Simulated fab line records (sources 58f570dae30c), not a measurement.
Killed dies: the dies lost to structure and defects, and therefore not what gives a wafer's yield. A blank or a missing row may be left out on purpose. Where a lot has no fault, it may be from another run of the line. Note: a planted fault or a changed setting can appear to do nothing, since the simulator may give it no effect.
2 desks looking at one fault -- flow berkeley cmos170 -- every desk sees just its own numbers, and what lay behind them comes last

== FROM THE METROLOGY DESK ==
What the gauges read for every lot (on any tool): the sampled wafers with a number, averaged. Marked OUT: a lot whose mean sits more than 4 standard deviations from the usual mean, which makes it out of limits; the brackets give that distance.
Columns: A = PLDD_OVL at UCB170_PLDD_OVL_MEAS_07, usual -2 nm; B = SPACER_TEOS_THK at UCB170_SPACER_THK_MEAS_01, usual 376 nm; C = cd nm at UCB170_NSD_CD_MEAS_06, usual 1200.2 nm
lot,first seen here,A,B,C
L129,day 7 02:18,-10,373,1201.4
L130,day 7 17:26,-5,378,1201.2
L131,day 7 17:43,1,367,1197.8
L132,day 8 05:31,-5,374,1199.9
L135,day 8 13:46,5,377,1197.5
L136,day 9 00:11,-4,373,1199.9
L138,day 9 11:50,-1,377,1200.5
L139,day 9 20:50,-6,376,1201.7
L140,day 9 21:11,2,374,1199.4
L142,day 10 08:38,2,371,1199.6
L141,day 10 08:58,-1,374,1202.1
L143,day 10 14:18,8,414 (+7.4) OUT,1201.8
L152,day 13 02:16,-1,375,1200.0
This desk reports L143 out of limits; the earliest was L143 at day 10 16:47 (SPACER_TEOS_THK at UCB170_SPACER_THK_MEAS_01). L129, L130, L131, L132, L135, L136, L138, L139, L140, L142, L141, L152: within limits.

== FOR THE TOOL OWNER'S DESK: pecvd-02 ==
The tool's own readings at UCB170_SPACER_CVD_00 (deposits SiO2 from TEOS/O2, target thk 376 nm, time 47 s): means of the sampled wafers that have a number, for each lot that ran on this tool. Marked OUT: a lot whose mean sits more than 4 standard deviations from the usual mean, which makes it out of limits; the brackets give that distance.
Columns: A = heater power w at UCB170_SPACER_CVD_00, usual 260 W
lot,first seen here,A
L135,day 8 16:44,237
L138,day 9 14:17,243
L140,day 9 23:38,217
L142,day 10 11:34,238
L143,day 10 16:44,246
Result from this desk: across the 5 lots, nothing is out of limits.

== BROUGHT TOGETHER ==
At day 10 16:47 the metrology desk could have sounded an alarm, on L143.
Nothing out of limits was seen by the tool owner's desk.
Tool owner's desk: L143 on record, inside its limits.
Every lot named ran UCB170_SPACER_CVD_00 on pecvd-02.

== WHAT WAS PUT IN BY THE SIMULATOR ==
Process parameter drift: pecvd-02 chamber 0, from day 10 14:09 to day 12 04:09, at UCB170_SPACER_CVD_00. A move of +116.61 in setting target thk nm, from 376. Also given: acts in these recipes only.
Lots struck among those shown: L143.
Time in hours between the start of the fault and the first out-of-limits reading at each desk: metrology desk, 3.
